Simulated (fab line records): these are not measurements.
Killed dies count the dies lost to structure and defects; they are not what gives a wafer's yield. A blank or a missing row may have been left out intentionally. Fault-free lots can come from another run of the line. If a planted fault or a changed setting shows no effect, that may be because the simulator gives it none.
fab line records	flow ritCmos
[record] lots = 14	wafers = 42	lastDay = 8
route steps=202 shown PLDD@120 NSD@141 CONTACT@173 M1@202
lots that met no fault: taken from a fault-free run of the same line
startH: start of the lot's first displayed wafer, in hours after the record's first day	waitH: hours since the lot's step before	" same as the row above	L1.1+2: a row that stands for several wafers	- value missing, or start not given	* or withheld: withheld	< > ~ a bound
route shown NAME@n: a module of which the file shows steps, and the number in the route of the first	usual: the fault-free wafers' mean and standard deviation	same: alike in all rows	chamber/n: place in a boat	sites: readings site by site	_std_site: the standard deviation of these	_edge_site: inner sites' mean taken away from outer sites' mean	radiusMm: how far each site lies from the wafer's centre	mask NAME#n: copy n	behind: the tool/chamber that last shaped the wafer	hold: reason for holding the lot/hours on hold/outcome of the hold	device: the transistor (n, p or np) that didn't switch	end of line: tests of these same wafers at the route's end	where a step has no rows: the recipe by itself	killed: dies lost to structure and defects at the first sort, not the wafer's yield	map: a wafer's dies, marking killed ones x, the rest . and places with no die _
set.NAME: the run value of the setting; set.NAME@STEP: its run value at that earlier step	model.NAME: the simulator's own value behind a step, which no gauge read
one table for each step of the route and one row for each wafer, over a sample of lots
services: when a tool's chamber went out of use (startH, in hours from the record's first day, below 0 if earlier), for how many hours, and the reason
[[steps]]
[step RIT_PLDD_OVL_MEAS_06]
[usual] PLDD_OVL = 1.0/1.5
lot.wafer	tool	chamber	startH	waitH	PLDD_OVL[nm]
L199.3	overlay-01	-	46.31	-	2.0
L199.4	"	-	"	"	3.3
L199.5	"	-	"	"	1.4
L200.1	overlay-01	-	53.45	-	0.8
L200.2	"	-	"	"	2.0
L200.3	"	-	"	"	2.6
L203.2	overlay-01	-	68.37	-	2.6
L203.3	"	-	"	"	2.0
L203.5	"	-	"	"	2.4
L204.3	overlay-01	-	69.41	-	3.5
L204.4	"	-	"	"	5.7
L204.6	"	-	"	"	3.2
L205.2	overlay-02	-	72.76	-	0.5
L205.4	"	-	"	"	0.6
L205.5	"	-	"	"	-0.7
L207.1	overlay-01	-	83.43	-	-0.1
L207.4	"	-	"	"	0.7
L207.5	"	-	"	"	-1.0
L209.1	overlay-01	-	94.28	-	0.0
L209.3	"	-	"	"	0.2
L209.6	"	-	"	"	-0.8
L210.2	overlay-01	-	98.37	-	1.4
L210.5	"	-	"	"	0.4
L210.6	"	-	"	"	4.2
L211.1	overlay-01	-	104.95	-	2.1
L211.2	"	-	"	"	2.9
L211.5	"	-	"	"	3.3
L212.3	overlay-02	-	109.41	-	0.5
L212.4	"	-	"	"	0.2
L212.6	"	-	"	"	-0.2
L214.2	overlay-01	-	118.47	-	2.3
L214.3	"	-	"	"	-1.6
L214.5	"	-	"	"	1.2
L215.2	overlay-02	-	124.02	-	0.9
L215.4	"	-	"	"	4.7
L215.5	"	-	"	"	1.1
L220.1	overlay-02	-	148.32	-	3.2
L220.2	"	-	"	"	1.5
L220.5	"	-	"	"	2.7
L222.1	overlay-02	-	165.59	-	0.6
L222.2	"	-	"	"	-0.2
L222.4	"	-	"	"	0.3
[step RIT_NSD_TW_MEAS_10]
[usual] NSD_TW = 3125/20
lot.wafer	tool	chamber	startH	waitH	NSD_TW
L199.3	filmMetro-01	-	51.06	0.1	3154
L199.4	"	-	"	"	3153
L199.5	"	-	"	"	3141
L200.1	filmMetro-03	-	58.23	0.1	3111
L200.2	"	-	"	"	3095
L200.3	"	-	"	"	3099
L203.2	filmMetro-04	-	72.89	0.1	3110
L203.3	"	-	"	"	3110
L203.5	"	-	"	"	3112
L204.3	filmMetro-01	-	73.99	0.1	3153
L204.4	"	-	"	"	3162
L204.6	"	-	"	"	3158
L205.2	filmMetro-03	-	77.46	0.1	3106
L205.4	"	-	"	"	3105
L205.5	"	-	"	"	3093
L207.1	filmMetro-03	-	88.02	0.1	3086
L207.4	"	-	"	"	3092
L207.5	"	-	"	"	3093
L209.1	filmMetro-04	-	99.79	0.1	3127
L209.3	"	-	"	"	3131
L209.6	"	-	"	"	3119
L210.2	filmMetro-04	-	103.97	0.1	3112
L210.5	"	-	"	"	3110
L210.6	"	-	"	"	3128
L211.1	filmMetro-04	-	109.39	0.1	3108
L211.2	"	-	"	"	3122
L211.5	"	-	"	"	3115
L212.3	filmMetro-04	-	113.86	0.1	3125
L212.4	"	-	"	"	3120
L212.6	"	-	"	"	3114
L214.2	filmMetro-04	-	122.93	0.1	3129
L214.3	"	-	"	"	3131
L214.5	"	-	"	"	3138
L215.2	filmMetro-04	-	128.58	0.1	3118
L215.4	"	-	"	"	3095
L215.5	"	-	"	"	3112
L220.1	filmMetro-03	-	164.31	0.1	3113
L220.2	"	-	"	"	3120
L220.5	"	-	"	"	3113
L222.1	filmMetro-01	-	171.28	0.1	3150
L222.2	"	-	"	"	3153
L222.4	"	-	"	"	3140
[step RIT_CONTACT_EXPOSE_05]
[recipe] maskId = M11	na = 0.6	sourceShape = conventional	sigmaOuter = 0.5	targetCdNm = 1000	doseMj = 250
lot.wafer	tool	chamber	startH	waitH	mask
L199.3+4+5	ilineStepper-01	0	54.69	0.1	M11#0
L200.1+2+3	ilineStepper-01	0	61.87	0.1	M11#0
L203.2+3+5	ilineStepper-01	0	76.64	0.3	M11#0
L204.3+4+6	ilineStepper-02	0	77.75	0.2	M11#0
L205.2+4+5	ilineStepper-01	0	81.19	0.2	M11#0
L207.1+4+5	ilineStepper-01	0	91.74	0.2	M11#0
L209.1+3+6	ilineStepper-01	0	103.44	0.2	M11#0
L210.2+5+6	ilineStepper-01	0	107.74	0.1	M11#0
L211.1+2+5	ilineStepper-01	0	113.05	0.2	M11#0
L212.3+4+6	ilineStepper-01	0	117.56	0.1	M11#0
L214.2+3+5	ilineStepper-02	0	126.44	0.1	M11#0
L215.2+4+5	ilineStepper-01	0	132.18	0.2	M11#0
L220.1+2+5	ilineStepper-02	0	168.05	0.2	M11#0
L222.1+2+4	ilineStepper-02	0	175.16	0.2	M11#0
[step RIT_CONTACT_OVL_MEAS_09]
[usual] CONTACT_OVL = 0.7/1.3
lot.wafer	tool	chamber	startH	waitH	CONTACT_OVL[nm]
L199.3	overlay-02	-	55.30	0.1	0.4
L199.4	"	-	"	"	2.2
L199.5	"	-	"	"	1.4
L200.1	overlay-02	-	62.51	0.1	0.0
L200.2	"	-	"	"	2.2
L200.3	"	-	"	"	1.3
L203.2	overlay-01	-	77.26	0.1	1.1
L203.3	"	-	"	"	4.0
L203.5	"	-	"	"	0.8
L204.3	overlay-01	-	78.36	0.1	0.5
L204.4	"	-	"	"	1.9
L204.6	"	-	"	"	1.9
L205.2	overlay-02	-	81.89	0.1	0.8
L205.4	"	-	"	"	1.2
L205.5	"	-	"	"	1.2
L207.1	overlay-02	-	92.37	0.1	1.7
L207.4	"	-	"	"	0.8
L207.5	"	-	"	"	0.3
L209.1	overlay-02	-	104.08	0.1	-0.1
L209.3	"	-	"	"	0.3
L209.6	"	-	"	"	-0.4
L210.2	overlay-01	-	108.37	0.1	0.2
L210.5	"	-	"	"	0.6
L210.6	"	-	"	"	-0.4
L211.1	overlay-01	-	113.68	0.1	-0.1
L211.2	"	-	"	"	1.7
L211.5	"	-	"	"	0.8
L212.3	overlay-02	-	118.17	0.1	174.0
L212.4	"	-	"	"	174.5
L212.6	"	-	"	"	173.2
L214.2	overlay-01	-	127.06	0.1	3.3
L214.3	"	-	"	"	-0.7
L214.5	"	-	"	"	-0.8
L215.2	overlay-02	-	132.80	0.1	173.3
L215.4	"	-	"	"	173.3
L215.5	"	-	"	"	173.5
L220.1	overlay-01	-	168.69	0.1	-1.6
L220.2	"	-	"	"	0.0
L220.5	"	-	"	"	-1.0
L222.1	overlay-01	-	175.80	0.1	1.8
L222.2	"	-	"	"	0.9
L222.4	"	-	"	"	1.1
[step RIT_CONTACT_ETCH_11]
[recipe] targetDepthA = 4800	overEtchFrac = 0.2	stopOn = TiSi2	chemistry = CHF3/CF4/Ar	target = SiO2	CHF3_flow_sccm = 50	cf4FlowSccm = 10	Ar_flow_sccm = 100	O2_flow_sccm = 5	pressureMtorr = 100	rfW = 200	timeS = 320
[usual] chamberPressureMTorr = 100.01/0.089	drypumpMotorCurrentA = 5.7/0.56	oesProductAu = 0.987/0.013	throttleValvePct = 8.86/0.098
[same] overEtchFrac = 0.2
lot.wafer	tool	chamber	startH	waitH	chamberPressureMTorr	drypumpMotorCurrentA	oesProductAu	rfHoursCounterH	throttleValvePct
L199.3	rieDiel-01	2	55.48	0.1	100.05	5.2	0.976	48	9.00
L199.4	"	1	"	"	99.98	4.9	0.971	104	8.82
L199.5	"	1	"	"	99.95	5.0	0.985	-	8.79
L200.1	rieDiel-02	1	62.69	0.1	100.06	5.8	1.005	116	8.77
L200.2	"	3	"	"	100.03	6.8	0.988	90	8.84
L200.3	"	0	"	"	99.99	5.7	0.990	144	9.01
L203.2	rieDiel-01	2	77.44	0.1	100.07	5.2	0.980	49	9.01
L203.3	"	1	"	"	99.98	4.9	0.965	104	8.79
L203.5	"	1	"	"	100.03	4.9	0.977	-	8.83
L204.3	rieDiel-04	1	78.53	0.1	100.13	5.2	0.993	134	8.94
L204.4	"	2	"	"	100.07	5.3	1.009	28	8.84
L204.6	"	0	"	"	99.99	6.7	1.013	-	8.85
L205.2	rieDiel-01	0	82.07	0.1	99.91	5.5	0.967	126	8.70
L205.4	"	1	"	"	100.08	4.9	0.979	105	8.82
L205.5	"	3	"	"	99.95	5.7	0.964	-	8.79
L207.1	rieDiel-02	2	92.56	0.1	100.04	5.9	0.989	6	8.90
L207.4	"	1	"	"	100.12	5.8	1.011	116	8.75
L207.5	"	1	"	"	100.15	5.8	1.005	-	8.76
L209.1	rieDiel-02	0	104.26	0.1	99.87	5.7	0.989	145	9.03
L209.3	"	1	"	"	100.10	5.8	1.002	117	8.75
L209.6	"	3	"	"	100.05	6.8	0.979	-	8.85
L210.2	rieDiel-01	1	108.55	0.1	100.00	4.9	0.979	105	8.80
L210.5	"	1	"	"	100.09	4.9	0.983	-	8.80
L210.6	"	0	"	"	100.22	5.5	0.978	-	8.71
L211.1	rieDiel-04	1	113.87	0.1	99.98	5.2	0.995	135	8.92
L211.2	"	3	"	"	100.03	5.4	0.984	142	8.98
L211.5	"	3	"	"	99.98	5.3	0.979	-	8.98
L212.3	rieDiel-04	2	118.35	0.1	99.91	5.3	1.007	29	8.84
L212.4	"	1	"	"	100.07	5.2	0.988	135	8.91
L212.6	"	1	"	"	99.89	5.2	0.986	-	8.93
L214.2	rieDiel-02	1	127.24	0.1	99.99	5.8	1.006	117	8.76
L214.3	"	2	"	"	100.00	5.9	0.979	7	8.88
L214.5	"	2	"	"	99.96	5.9	0.984	-	8.89
L215.2	rieDiel-04	3	132.98	0.1	99.96	5.4	0.983	143	8.99
L215.4	"	0	"	"	100.18	6.7	1.009	-	8.85
L215.5	"	3	"	"	100.10	5.4	0.990	-	8.97
L220.1	rieDiel-01	2	168.87	0.1	99.93	5.2	0.989	50	9.00
L220.2	"	1	"	"	100.02	4.9	0.972	106	8.80
L220.5	"	3	"	"	99.88	5.7	0.972	-	8.80
L222.1	rieDiel-02	2	175.98	0.1	99.97	5.9	0.991	8	8.89
L222.2	"	1	"	"	99.93	5.7	1.006	118	8.75
L222.4	"	3	"	"	99.91	6.8	0.995	-	8.83
[step RIT_M1_PROBE_99]
[usual] killed_at_M0_to_M3 = 0.0/0.16	killedAtContacts = 0.1/0.25	killedAtFrontEnd = 7/3.2	killedDies = 7/3.2	killedOpen = 3.5/2.1	killedShort = 3.5/2.1
[same] grossDies = 264	killed_at_M4_up = 0	killedAtBackSide = 0	killedAtOther = 0
lot.wafer	tool	chamber	startH	waitH	killed_at_M0_to_M3	killedAtContacts	killedAtFrontEnd	killedDies	killedOpen	killedShort
L205.2	prober-02	-	89.64	0.1	0	0	7	7	4	3
L205.4	prober-02	-	89.74	0.2	0	0	3	3	2	1
L205.5	prober-02	-	89.79	0.2	0	0	5	5	5	0
L207.1	prober-02	-	98.66	0.1	0	0	10	10	4	6
L207.4	prober-02	-	98.81	0.2	0	0	5	5	4	1
L207.5	prober-02	-	98.86	0.2	0	0	10	10	3	7
L210.2	prober-01	-	113.61	0.1	0	0	7	7	3	4
L210.5	prober-01	-	113.76	0.2	0	0	2	2	1	1
L210.6	prober-01	-	113.81	0.2	0	0	7	7	3	4
L212.3	prober-02	-	123.55	0.2	0	0	11	11	6	5
L212.4	prober-02	-	123.60	0.2	1	0	14	15	10	5
L212.6	prober-02	-	123.70	0.2	0	0	10	10	5	5
L214.2	prober-02	-	133.61	0.1	0	0	4	4	2	2
L214.3	prober-02	-	133.66	0.2	0	0	9	9	8	1
L214.5	prober-02	-	133.76	0.2	0	0	12	12	7	5
// killed by level:class
L205.2 GATE:geometricParticle:open=4 REOX:geometricParticle:short=2 GATE:geometricParticle:short=1
L205.4 GATE:geometricParticle:open=2 GATE:geometricParticle:short=1
L205.5 FOX1:geometricParticle:open=2 FOX2:geometricParticle:open=1 GATE:geometricParticle:open=1 SPACER:geometricParticle:open=1
L207.1 SILICIDE:geometricParticle:short=4 FOX2:geometricParticle:open=2 GATE:geometricParticle:open=2 GATE:geometricParticle:short=1 SPACER:geometricParticle:short=1
L207.4 REOX:geometricParticle:open=2 FOX2:geometricParticle:short=1 GATE:geometricParticle:open=1 SILICIDE:geometricParticle:open=1
L207.5 GATE:geometricParticle:short=4 FOX1:geometricParticle:open=1 FOX2:geometricParticle:short=1 SPACER:geometricParticle:open=1 SPACER:geometricParticle:short=1 SILICIDE:geometricParticle:open=1 SILICIDE:geometricParticle:short=1
L210.2 FOX1:geometricParticle:open=2 GATE:geometricParticle:short=2 FOX1:geometricParticle:short=1 FOX2:geometricParticle:short=1 GATE:geometricParticle:open=1
L210.5 GATE:geometricParticle:open=1 GATE:geometricParticle:short=1
L210.6 FOX1:geometricParticle:open=2 FOX1:geometricParticle:short=1 FOX2:geometricParticle:short=1 GATE:geometricParticle:short=1 GATE:geometricParticle:open=1 SPACER:geometricParticle:short=1
L212.3 GATE:geometricParticle:short=3 GATE:geometricParticle:open=2 REOX:geometricParticle:open=2 REOX:geometricParticle:short=2 FOX1:geometricParticle:open=1 SILICIDE:geometricParticle:open=1
L212.4 GATE:geometricParticle:open=3 SPACER:geometricParticle:open=3 GATE:geometricParticle:short=2 REOX:geometricParticle:short=2 FOX1:geometricParticle:open=1 REOX:geometricParticle:open=1 SPACER:geometricParticle:short=1 SILICIDE:geometricParticle:open=1
L212.6 GATE:geometricParticle:short=4 GATE:geometricParticle:open=2 REOX:geometricParticle:open=2 FOX2:geometricParticle:open=1 SPACER:geometricParticle:short=1
L214.2 FOX1:geometricParticle:short=1 GATE:geometricParticle:open=1 REOX:geometricParticle:short=1 SILICIDE:geometricParticle:open=1
L214.3 FOX1:geometricParticle:open=3 GATE:geometricParticle:open=2 REOX:geometricParticle:open=2 SPACER:geometricParticle:short=1 SILICIDE:geometricParticle:open=1
L214.5 GATE:geometricParticle:open=3 SILICIDE:geometricParticle:short=3 FOX1:geometricParticle:open=1 FOX2:geometricParticle:open=1 FOX2:geometricParticle:short=1 GATE:geometricParticle:short=1 REOX:geometricParticle:open=1 SILICIDE:geometricParticle:open=1
[[services]]
tool	chamber	startH	hours	kind
rieDiel-01	3	44.64	1.5	repair
rieDiel-04	2	60.77	4.1	repair
ilineStepper-02	-	72.19	1.7	pm
rieDiel-02	-	81.22	0.2	repair
ilineStepper-02	-	104.75	8.9	pm
rieDiel-02	3	111.14	5.3	repair
rieDiel-01	-	111.62	2.8	pm
rieDiel-01	0	114.40	5.0	repair
rieDiel-02	1	123.86	2.4	repair
rieDiel-04	1	130.25	10.1	repair
ilineStepper-02	0	143.19	-	calibration
ilineStepper-01	-	151.55	10.8	repair
ilineStepper-02	-	151.90	12.1	repair
[[key]]
[firstSign] step = RIT_CONTACT_OVL_MEAS_09	reading = CONTACT_OVL	direction = up	sigmas = 99+	usual = 0.7	struck = 173.6
effect none on later readings
metAt RIT_CONTACT_EXPOSE_05
struckLots L212,L215
testerLeftOut L212,L215
[loopTrim] step = RIT_M1_EXPOSE_06	setting = dose	lots = L215
notActingAt RIT_PLDD_OVL_MEAS_06,RIT_NSD_TW_MEAS_10,RIT_CONTACT_ETCH_11
onsetBetween 113.05 117.56
[fault] kind = scannerMatchingOverlay	tool = ilineStepper-01	chamber = -	onsetH = 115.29	steps = RIT_CONTACT_EXPOSE_05	offset = 171.55
// testerLeftOut: of these lots the tester's yield and bins aren't shown, on N5 and GAA mostly nor the transistor test; their killed dies are dies lost to structure and defects alone, not to doping, threshold or leakage, so they don't give the yield
// loopTrim: a control loop set the setting to another value than it would have without faults
